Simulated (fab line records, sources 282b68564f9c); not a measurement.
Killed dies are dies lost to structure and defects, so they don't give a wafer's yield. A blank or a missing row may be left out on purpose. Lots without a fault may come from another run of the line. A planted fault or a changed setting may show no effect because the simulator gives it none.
Which tool did it? | flow rit_cmos | 14 lots, 42 wafers sampled, at 6 steps of a route of 202

WHAT THE GAUGES READ, wafer by wafer
RIT_NWELL_TW_MEAS_10. Usual: NWELL_TW 2153, standard deviation 13.
lot  | measured    | on            | NWELL_TW       | flag
L110 | day 1 20:49 | film_metro-02 | 2154 2163 2162 |
L111 | day 2 03:05 | film_metro-03 | 2138 2123 2138 |
L113 | day 2 13:53 | film_metro-03 | 2138 2142 2141 |
L114 | day 2 17:38 | film_metro-03 | 2138 2146 2152 |
L115 | day 2 22:23 | film_metro-03 | 2144 2127 2161 |
L117 | day 3 08:46 | film_metro-04 | 2180 2175 2181 |
L119 | day 3 18:18 | film_metro-02 | 2150 2164 2149 |
L122 | day 4 09:37 | film_metro-03 | 1014 1009 1013 | OFF
L123 | day 4 13:58 | film_metro-03 | 1023 1024 1013 | OFF
L125 | day 4 23:53 | film_metro-03 | 2129 2143 2131 |
L128 | day 5 15:49 | film_metro-02 | 2147 2159 2153 |
L131 | day 6 06:03 | film_metro-02 | 2167 2169 2158 |
L132 | day 6 11:47 | film_metro-04 | 2144 2159 2167 |
L133 | day 6 15:56 | film_metro-04 | 2172 2163 2159 |

RIT_WELLDRIVE_RS_MEAS_01: measures by four-point-probe. Usual: NWELL_RS 275.6 ohm/sq, standard deviation 0.82.
lot  | measured    | on            | NWELL_RS (ohm/sq)    | flag
L110 | day 2 03:32 | film_metro-02 | 275.8 274.8 275.2    |
L111 | day 2 10:10 | film_metro-03 | 276.2 276.6 276.3    |
L113 | day 2 20:43 | film_metro-02 | 275.8 275.2 275.0    |
L114 | day 3 00:22 | film_metro-04 | 275.8 275.7 274.9    |
L115 | day 3 05:20 | film_metro-03 | 274.3 273.3 274.4    |
L117 | day 3 15:28 | film_metro-02 | 276.1 276.5 275.7    |
L119 | day 4 01:24 | film_metro-02 | 276.7 276.6 276.6    |
L122 | day 4 16:26 | film_metro-03 | 1434.9 1466.0 1435.9 | OFF
L123 | day 4 20:47 | film_metro-02 | 1384.4 1421.3 1463.5 | OFF
L125 | day 5 06:46 | film_metro-04 | 275.4 274.8 275.6    |
L128 | day 5 23:01 | film_metro-03 | 275.2 275.1 275.5    |
L131 | day 6 13:33 | film_metro-02 | 274.9 274.4 275.5    |
L132 | day 6 18:37 | film_metro-03 | 274.8 275.8 275.4    |
L133 | day 6 22:38 | film_metro-02 | 275.6 274.7 274.4    |

RIT_PRETRO_TW_MEAS_10. Usual: PRETRO_TW 477, standard deviation 3.4.
lot  | measured    | on            | PRETRO_TW   | flag
L110 | day 2 07:03 | film_metro-01 | 473 473 472 |
L111 | day 2 13:25 | film_metro-03 | 475 475 474 |
L113 | day 3 00:07 | film_metro-03 | 473 478 474 |
L114 | day 3 03:46 | film_metro-02 | 479 480 481 |
L115 | day 3 08:44 | film_metro-03 | 474 478 476 |
L117 | day 3 19:00 | film_metro-01 | 474 472 472 |
L119 | day 4 05:01 | film_metro-03 | 474 476 473 |
L122 | day 4 20:17 | film_metro-01 | 478 475 475 |
L123 | day 5 00:07 | film_metro-01 | 470 471 470 |
L125 | day 5 10:02 | film_metro-01 | 474 473 472 |
L128 | day 6 02:16 | film_metro-03 | 480 477 481 |
L131 | day 6 16:57 | film_metro-03 | 480 478 478 |
L132 | day 6 21:53 | film_metro-03 | 481 479 479 |
L133 | day 7 02:03 | film_metro-03 | 479 481 480 |

RIT_NLDD_OVL_MEAS_06. Usual: NLDD_OVL 1.0 nm, standard deviation 1.3.
lot  | measured    | on         | NLDD_OVL (nm) | flag
L110 | day 2 16:50 | overlay-02 | 0.8 0.9 1.0   |
L111 | day 2 23:16 | overlay-01 | -0.7 -0.5 0.8 |
L113 | day 3 09:19 | overlay-01 | 2.9 1.8 1.9   |
L114 | day 3 13:55 | overlay-02 | 1.2 2.0 0.6   |
L115 | day 3 17:50 | overlay-01 | -1.2 -0.4 0.4 |
L117 | day 4 04:35 | overlay-02 | -0.7 1.6 1.0  |
L119 | day 4 14:16 | overlay-02 | 2.0 2.2 2.7   |
L122 | day 5 05:37 | overlay-01 | 2.2 1.8 1.6   |
L123 | day 5 10:38 | overlay-01 | 0.4 2.0 2.2   |
L125 | day 5 20:52 | overlay-02 | 0.7 2.2 0.7   |
L128 | day 6 11:31 | overlay-02 | 1.7 0.7 2.6   |
L131 | day 7 02:07 | overlay-02 | 0.3 -0.2 0.2  |
L132 | day 7 07:14 | overlay-02 | 0.5 3.0 2.2   |
L133 | day 7 11:38 | overlay-02 | 2.5 -0.1 0.1  |

WHICH TOOL RAN EACH LOT (tool, then ch and the chambers of the sampled wafers, then the start)
lot  | RIT_NWELL_IMPLANT_08           | RIT_NWELL_STRIP_09
L110 | implanter-04 ch 0, day 1 20:32 | plasma_asher-02 ch 0,1, day 1 20:41
L111 | implanter-03 ch 0, day 2 02:48 | plasma_asher-01 ch 0,1, day 2 02:56
L113 | implanter-02 ch 0, day 2 13:35 | plasma_asher-02 ch 0,1, day 2 13:45
L114 | implanter-02 ch 0, day 2 17:19 | plasma_asher-01 ch 0,1, day 2 17:28
L115 | implanter-04 ch 0, day 2 22:04 | plasma_asher-02 ch 0,1, day 2 22:11
L117 | implanter-03 ch 0, day 3 08:28 | plasma_asher-03 ch 1, day 3 08:35
L119 | implanter-03 ch 0, day 3 17:58 | plasma_asher-02 ch 0,1, day 3 18:07
L122 | implanter-04 ch 0, day 4 09:18 | plasma_asher-03 ch 0,1, day 4 09:26
L123 | implanter-04 ch 0, day 4 13:39 | plasma_asher-02 ch 0,1, day 4 13:46
L125 | implanter-02 ch 0, day 4 23:34 | plasma_asher-03 ch 0,1, day 4 23:42
L128 | implanter-02 ch 0, day 5 15:31 | plasma_asher-02 ch 0,1, day 5 15:41
L131 | implanter-03 ch 0, day 6 05:44 | plasma_asher-01 ch 0, day 6 05:52
L132 | implanter-03 ch 0, day 6 11:27 | plasma_asher-03 ch 0,1, day 6 11:36
L133 | implanter-03 ch 0, day 6 15:37 | plasma_asher-03 ch 0,1, day 6 15:46
- RIT_NWELL_IMPLANT_08
- RIT_NWELL_STRIP_09: strips in O2, time 180 s.

WHAT THE TOOLS THEMSELVES READ (means of the sampled wafers that have a number; where no wafer has one, the mark that the record gives instead)
RIT_NWELL_IMPLANT_08. Usual: dose_ions_cm2 5e+13, standard deviation 5.1e+10; faraday_current_uA 159, standard deviation 3.1; tilt_deg 7.001 degrees, standard deviation 0.02.
lot  | tool         | dose_ions_cm2 | faraday_current_uA | tilt_deg (degrees) | flag
L110 | implanter-04 | 5e+13         | 161                | 7.002              |
L111 | implanter-03 | 5e+13         | 160                | 7.017              |
L113 | implanter-02 | 5e+13         | 159                | 6.989              |
L114 | implanter-02 | 5e+13         | 163                | 7.005              |
L115 | implanter-04 | 5e+13         | 160                | 7.014              |
L117 | implanter-03 | 5e+13         | 160                | 6.990              |
L119 | implanter-03 | 5e+13         | 158                | 6.968              |
L122 | implanter-04 | 5e+12         | 16                 | 6.998              | OFF
L123 | implanter-04 | 5e+12         | 16                 | 7.006              | OFF
L125 | implanter-02 | 5e+13         | 157                | 6.999              |
L128 | implanter-02 | 5e+13         | 157                | 6.984              |
L131 | implanter-03 | 5e+13         | 160                | 7.016              |
L132 | implanter-03 | 5e+13         | 159                | 7.008              |
L133 | implanter-03 | 5e+13         | 159                | 6.998              |

RIT_NWELL_STRIP_09. Usual: drypump_motor_current_A 5.7 A, standard deviation 0.48.
lot  | tool            | drypump_motor_current_A (A) | flag
L110 | plasma_asher-02 | 6.2                         |
L111 | plasma_asher-01 | 5.3                         |
L113 | plasma_asher-02 | 6.2                         |
L114 | plasma_asher-01 | 5.3                         |
L115 | plasma_asher-02 | 5.7                         |
L117 | plasma_asher-03 | 5.6                         |
L119 | plasma_asher-02 | 6.1                         |
L122 | plasma_asher-03 | 5.6                         |
L123 | plasma_asher-02 | 6.2                         |
L125 | plasma_asher-03 | 5.6                         |
L128 | plasma_asher-02 | 6.1                         |
L131 | plasma_asher-01 | 5.2                         |
L132 | plasma_asher-03 | 5.6                         |
L133 | plasma_asher-03 | 5.6                         |

THE ANSWER, worked out from the rows above alone
Rule: a lot is off if the mean of its wafers that have a number lies more than 3 standard deviations from the usual mean. A lot without any number at a reading at which 4 lots or more have one is off too. The other lots that the step has rows for count as sound. The gauges are gone through in route order, then the tools' own readings, and for those a lot's mean is taken as printed above. The first step at which some lot is off is used, and at that step the reading that is off furthest; a lot without a number counts as furthest.
Off: L122, L123, at RIT_NWELL_TW_MEAS_10 (NWELL_TW).
A tool fits if, at a process step before that reading, it ran every lot that is off, and no sound lot after the first of them. The gauges at RIT_NWELL_TW_MEAS_10 aren't tried: what is off there is off at RIT_NWELL_IMPLANT_08 too, on other tools, and a gauge's error can't cause that. One fits: implanter-04 at RIT_NWELL_IMPLANT_08. Its last sound lot is L115 (day 2 22:04), its first lot that is off L122 (day 4 09:18): a fault that began between those two fits.
The tool's own readings at RIT_NWELL_IMPLANT_08 bear it out: on the lots that are off they differ by more than 5 times the standard deviation of the sound lots' means. dose_ions_cm2 reads 5e+12 there against 5e+13 on the sound lots; faraday_current_uA reads 16 there against 159 on the sound lots.

WHAT THE SIMULATOR HAD PUT IN
Process parameter drift: implanter-04, from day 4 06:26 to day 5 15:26, at RIT_NWELL_IMPLANT_08. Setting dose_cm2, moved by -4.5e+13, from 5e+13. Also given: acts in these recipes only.
Lots struck among those shown: L122, L123. The rule above found the same.
